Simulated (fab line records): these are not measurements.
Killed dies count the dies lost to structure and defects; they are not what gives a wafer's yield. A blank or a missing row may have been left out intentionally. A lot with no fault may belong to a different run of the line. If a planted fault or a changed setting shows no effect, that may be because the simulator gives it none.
fab line records	flow berkeley_cmos170
record: lots: 15	wafers: 45	last_day: 12
route steps=331 shown NVT@110 PLDD@153 M3@325
lots that met no fault: taken from a fault-free run of the same line
start_h: start of the lot's first displayed wafer, in hours after the record's first day	wait_h: hours from the lot's prior step to this one	" unchanged from the row above	L1.1+2: a single row standing in for several wafers	- no value present, or no start provided	* or withheld: withheld	< > ~ a bound
route shown NAME@n: NAME is a module with steps in the file, n the number in the route of the first one	usual: the fault-free wafers' mean and standard deviation	same: alike in all rows	chamber/n: place in a boat	sites: the reading at each site	_std_site: standard deviation across them	_edge_site: outer sites' mean less inner sites'	radius_mm: how far each site lies from the wafer's centre	mask NAME#n: copy n	behind: the last tool/chamber to shape the wafer	hold: reason for holding the lot/hours on hold/outcome of the hold	device: transistor that didn't switch, given as n, p or np	end of line: at the end of the route, the tests of the same wafers	where a step has no rows: the recipe by itself	killed: dies lost to structure and defects at the first sort, not the wafer's yield	map: a wafer's dies, marking killed ones x, the rest . and places with no die _
set.NAME: setting as actually run; set.NAME@STEP: the setting as run at that earlier step	model.NAME: the simulator's own value behind a step, which no gauge read
the route's steps for a sample of lots (tables are steps, rows are wafers)
services: when a tool's chamber went out of use (start_h, in hours from the record's first day, below 0 if earlier), for how many hours, and the reason
== steps ==
step: UCB170_NVT_OVL_MEAS_06
usual: NVT_OVL: 2/5.8
lot.wafer	tool	chamber	start_h	wait_h	NVT_OVL[nm]
L776.4	overlay-02	-	143.42	-	-5
L776.5	"	-	"	"	6
L776.6	"	-	"	"	1
L779.2	overlay-02	-	144.22	-	-1
L779.3	"	-	"	"	2
L779.5	"	-	"	"	8
L778.2	overlay-01	-	144.49	-	1
L778.3	"	-	"	"	1
L778.6	"	-	"	"	-1
L777.2	overlay-02	-	145.04	-	10
L777.3	"	-	"	"	12
L777.6	"	-	"	"	9
L782.1	overlay-02	-	151.96	-	8
L782.2	"	-	"	"	6
L782.5	"	-	"	"	3
L781.1	overlay-01	-	152.20	-	-1
L781.2	"	-	"	"	1
L781.3	"	-	"	"	-1
L780.2	overlay-02	-	157.07	-	6
L780.3	"	-	"	"	11
L780.5	"	-	"	"	7
L786.4	overlay-02	-	175.59	-	11
L786.5	"	-	"	"	2
L786.6	"	-	"	"	12
L791.1	overlay-02	-	190.42	-	-3
L791.4	"	-	"	"	5
L791.6	"	-	"	"	0
L789.1	overlay-01	-	190.75	-	3
L789.3	"	-	"	"	-1
L789.6	"	-	"	"	-1
L788.3	overlay-02	-	190.88	-	4
L788.4	"	-	"	"	11
L788.6	"	-	"	"	12
L796.1	overlay-02	-	222.61	-	8
L796.3	"	-	"	"	12
L796.5	"	-	"	"	12
L795.3	overlay-01	-	222.92	-	0
L795.5	"	-	"	"	4
L795.6	"	-	"	"	-1
L797.2	overlay-02	-	234.93	-	5
L797.4	"	-	"	"	-2
L797.5	"	-	"	"	4
L799.2	overlay-01	-	235.11	-	1
L799.3	"	-	"	"	-1
L799.5	"	-	"	"	5
step: UCB170_PLDD_IMPLANT_08
recipe: species: BF2	dose_cm2: 5e+13	energy_kev: 10	tilt_deg: 7	rotation_deg: 0
usual: tilt_deg: 6.996/0.023
same: implant_ion_amu: 49
lot.wafer	tool	chamber	start_h	wait_h	tilt_deg
L779.2	implanter-03	0	163.58	0.0	7.056
L779.3	"	0	"	"	7.033
L779.5	"	0	"	"	7.023
L776.4	implanter-02	0	163.87	0.1	6.989
L776.5	"	0	"	"	6.999
L776.6	"	0	"	"	7.001
L777.2	implanter-03	0	164.43	0.0	6.972
L777.3	"	0	"	"	6.990
L777.6	"	0	"	"	6.981
L778.2	implanter-02	0	164.55	0.0	6.974
L778.3	"	0	"	"	6.969
L778.6	"	0	"	"	6.956
L781.1	implanter-01	0	171.45	0.0	7.038
L781.2	"	0	"	"	7.047
L781.3	"	0	"	"	7.015
L782.1	implanter-01	0	172.28	0.0	6.989
L782.2	"	0	"	"	6.943
L782.5	"	0	"	"	6.986
L780.2	implanter-03	0	180.91	0.0	7.000
L780.3	"	0	"	"	7.005
L780.5	"	0	"	"	6.985
L786.4	implanter-01	0	192.88	0.1	0.024
L786.5	"	0	"	"	-0.018
L786.6	"	0	"	"	0.016
L788.3	implanter-01	0	207.78	0.1	-0.001
L788.4	"	0	"	"	0.035
L788.6	"	0	"	"	0.024
L791.1	implanter-03	0	208.00	0.0	6.998
L791.4	"	0	"	"	6.995
L791.6	"	0	"	"	6.967
L789.1	implanter-01	0	208.69	0.0	-0.004
L789.3	"	0	"	"	0.008
L789.6	"	0	"	"	0.036
L796.1	implanter-03	0	238.99	0.0	7.012
L796.3	"	0	"	"	7.005
L796.5	"	0	"	"	6.983
L795.3	implanter-03	0	239.45	0.1	7.000
L795.5	"	0	"	"	7.014
L795.6	"	0	"	"	7.029
L799.2	implanter-03	0	253.75	0.0	6.993
L799.3	"	0	"	"	6.985
L799.5	"	0	"	"	6.964
L797.2	implanter-02	0	254.37	0.0	6.980
L797.4	"	0	"	"	6.961
L797.5	"	0	"	"	7.008
step: UCB170_PLDD_TW_MEAS_11
usual: PLDD_TW: 1007/9.8
lot.wafer	tool	chamber	start_h	wait_h	PLDD_TW
L779.2	film_metro-03	-	163.97	0.1	1011
L779.3	"	-	"	"	1020
L779.5	"	-	"	"	1015
L776.4	film_metro-01	-	164.23	0.1	1004
L776.5	"	-	"	"	996
L776.6	"	-	"	"	1003
L777.2	film_metro-01	-	164.82	0.1	995
L777.3	"	-	"	"	1003
L777.6	"	-	"	"	998
L778.2	film_metro-04	-	164.93	0.1	1026
L778.3	"	-	"	"	1018
L778.6	"	-	"	"	1023
L781.1	film_metro-01	-	171.85	0.1	991
L781.2	"	-	"	"	993
L781.3	"	-	"	"	993
L782.1	film_metro-04	-	172.68	0.1	1009
L782.2	"	-	"	"	1015
L782.5	"	-	"	"	1016
L780.2	film_metro-01	-	181.29	0.1	990
L780.3	"	-	"	"	1000
L780.5	"	-	"	"	989
L786.4	film_metro-04	-	193.23	0.1	962
L786.5	"	-	"	"	965
L786.6	"	-	"	"	965
L788.3	film_metro-04	-	208.15	0.1	962
L788.4	"	-	"	"	960
L788.6	"	-	"	"	966
L791.1	film_metro-04	-	208.40	0.1	1016
L791.4	"	-	"	"	1011
L791.6	"	-	"	"	1010
L789.1	film_metro-04	-	209.09	0.1	965
L789.3	"	-	"	"	962
L789.6	"	-	"	"	965
L796.1	film_metro-01	-	239.39	0.1	997
L796.3	"	-	"	"	996
L796.5	"	-	"	"	997
L795.3	film_metro-01	-	239.82	0.1	998
L795.5	"	-	"	"	995
L795.6	"	-	"	"	992
L799.2	film_metro-03	-	254.13	0.1	1016
L799.3	"	-	"	"	1013
L799.5	"	-	"	"	1013
L797.2	film_metro-03	-	254.76	0.1	1014
L797.4	"	-	"	"	1011
L797.5	"	-	"	"	1014
step: UCB170_M3_OVL_MEAS_16
usual: M3_OVL: 3/5
lot.wafer	tool	chamber	start_h	wait_h	M3_OVL[nm]
L779.2	overlay-01	-	201.31	0.1	5
L779.3	"	-	"	"	-5
L779.5	"	-	"	"	3
L776.4	overlay-01	-	203.71	0.1	-8
L776.5	"	-	"	"	2
L776.6	"	-	"	"	2
L777.2	overlay-02	-	204.97	0.1	3
L777.3	"	-	"	"	-1
L777.6	"	-	"	"	5
L778.2	overlay-01	-	205.04	0.1	-7
L778.3	"	-	"	"	-3
L778.6	"	-	"	"	-5
L781.1	overlay-02	-	210.76	0.1	5
L781.2	"	-	"	"	0
L781.3	"	-	"	"	0
L782.1	overlay-01	-	212.03	0.1	-3
L782.2	"	-	"	"	4
L782.5	"	-	"	"	6
L780.2	overlay-02	-	221.79	0.1	-5
L780.3	"	-	"	"	3
L780.5	"	-	"	"	2
L786.4	overlay-01	-	239.25	0.1	8
L786.5	"	-	"	"	6
L786.6	"	-	"	"	8
L788.3	overlay-02	-	242.38	0.1	10
L788.4	"	-	"	"	-3
L788.6	"	-	"	"	5
L789.1	overlay-01	-	246.87	0.1	-6
L789.3	"	-	"	"	3
L789.6	"	-	"	"	0
L791.1	overlay-02	-	247.20	0.1	5
L791.4	"	-	"	"	5
L791.6	"	-	"	"	11
L796.1	overlay-01	-	275.28	0.1	9
L796.3	"	-	"	"	4
L796.5	"	-	"	"	6
L795.3	overlay-02	-	277.52	0.1	6
L795.5	"	-	"	"	11
L795.6	"	-	"	"	3
L797.2	overlay-02	-	292.54	0.1	5
L797.4	"	-	"	"	3
L797.5	"	-	"	"	1
L799.2	overlay-01	-	293.38	0.1	7
L799.3	"	-	"	"	4
L799.5	"	-	"	"	11
step: UCB170_M3_METAL_ETCH_18
recipe: chemistry: Cl2/BCl3	target: Al	stop_on: SiO2	pressure_mtorr: 12	target_depth_a: 11700	over_etch_frac: 0.3	time_s: 201.9	icp_w: 600	bias_w: 120	Cl2_flow_sccm: 90	bcl3_flow_sccm: 45
usual: drypump_motor_current_A: 5.5/0.47	oes_product_au: 0.856/0.013	throttle_valve_pct: 24.37/0.16
lot.wafer	tool	chamber	start_h	wait_h	drypump_motor_current_A	oes_product_au	rf_hours_counter_h	throttle_valve_pct
L779.2	rie_metal-03	0	201.39	-	5.8	0.866	3	24.51
L779.3	"	0	"	"	5.9	0.855	-	24.50
L779.5	"	1	"	"	4.9	0.844	-	24.46
L776.4	rie_metal-04	1	203.83	-	5.1	0.856	-	24.13
L776.5	"	0	"	"	6.0	0.873	-	24.50
L776.6	"	1	"	"	5.1	0.870	-	24.10
L777.2	rie_metal-04	1	205.04	-	5.1	0.863	6	24.10
L777.3	"	0	"	"	6.0	0.855	-	24.50
L777.6	"	1	"	"	5.0	0.867	-	24.10
L778.2	rie_metal-02	0	205.11	-	5.1	0.875	1	24.19
L778.3	"	1	"	"	6.0	0.846	-	24.44
L778.6	"	0	"	"	5.1	0.880	-	24.20
L781.1	rie_metal-04	0	210.84	-	6.0	0.856	11	24.51
L781.2	"	1	"	"	5.1	0.858	7	24.09
L781.3	"	1	"	"	5.1	0.865	-	24.11
L782.1	rie_metal-02	0	212.10	-	5.2	0.864	2	24.18
L782.2	"	1	"	"	6.0	0.848	11	24.43
L782.5	"	1	"	"	6.0	0.847	-	24.44
L780.2	rie_metal-03	1	221.86	-	4.9	0.847	6	24.43
L780.3	"	0	"	"	6.0	0.860	-	24.49
L780.5	"	1	"	"	4.9	0.839	-	24.47
L786.4	rie_metal-03	1	239.37	-	4.9	0.840	-	24.46
L786.5	"	1	"	"	5.0	0.844	-	24.45
L786.6	"	0	"	"	5.9	0.863	-	24.51
L788.3	rie_metal-03	1	242.51	-	5.0	0.847	-	24.46
L788.4	"	0	"	"	5.9	0.864	-	24.51
L788.6	"	1	"	"	5.0	0.840	-	24.47
L789.1	rie_metal-04	0	246.95	-	6.0	0.876	12	24.52
L789.3	"	0	"	"	6.0	0.875	-	24.49
L789.6	"	0	"	"	6.0	0.869	-	24.51
L791.1	rie_metal-03	0	247.28	-	5.9	0.865	4	24.50
L791.4	"	1	"	"	4.9	0.849	-	24.46
L791.6	"	1	"	"	4.9	0.844	-	24.46
L796.1	rie_metal-02	0	275.36	-	5.2	0.873	4	24.19
L796.3	"	1	"	"	6.0	0.842	-	24.44
L796.5	"	1	"	"	6.0	0.836	-	24.44
L795.3	rie_metal-04	0	277.65	-	6.0	0.868	-	24.50
L795.5	"	0	"	"	6.0	0.863	-	24.51
L795.6	"	1	"	"	5.1	0.857	-	24.11
L797.2	rie_metal-02	0	292.61	-	5.2	0.871	4	24.18
L797.4	"	0	"	"	5.2	0.871	-	24.18
L797.5	"	0	"	"	5.2	0.877	-	24.20
L799.2	rie_metal-03	0	293.45	-	5.9	0.843	5	24.52
L799.3	"	1	"	"	4.9	0.840	-	24.47
L799.5	"	1	"	"	4.9	0.830	-	24.48
== services ==
tool	chamber	start_h	hours	kind
rie_metal-02	-	153.35	0.3	repair
rie_metal-02	-	155.83	2.8	pm
rie_metal-04	-	158.36	2.8	pm
rie_metal-02	0	158.58	-	clean
rie_metal-02	0	158.58	16.3	scheduled_down
rie_metal-02	0	158.58	16.3	vent_cycle
implanter-02	-	171.73	14.9	pm
rie_metal-02	1	198.54	1.0	repair
implanter-01	-	220.64	3.0	repair
rie_metal-03	0	249.37	17.3	repair
implanter-01	-	259.04	3.0	repair
rie_metal-04	1	263.89	12.8	repair
== key ==
first_sign: step: UCB170_PLDD_IMPLANT_08	reading: tilt_deg	direction: down	sigmas: 99+	usual: 6.996	struck: 0.013
effect: step: UCB170_PLDD_TW_MEAS_11	reading: PLDD_TW	direction: down	sigmas: 4.5	usual: 1007	struck: 964
met_at UCB170_PLDD_IMPLANT_08
struck_lots L786,L788,L789
tester_left_out L786,L788,L789
not_acting_at UCB170_NVT_OVL_MEAS_06,UCB170_M3_OVL_MEAS_16,UCB170_M3_METAL_ETCH_18
onset_between 172.28 192.88
fault: kind: process_parameter_drift	tool: implanter-01	chamber: -	onset_h: 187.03	steps: UCB170_PLDD_IMPLANT_08	channel: tilt_deg	offset: -7	shape: step	end_h: 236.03	acts_in: these_recipes_only	stated: 7
tester_left_out: of these lots the tester's yield and bins aren't shown, on N5 and GAA mostly nor the transistor test; their killed dies are dies lost to structure and defects alone, not to doping, threshold or leakage, so they don't give the yield
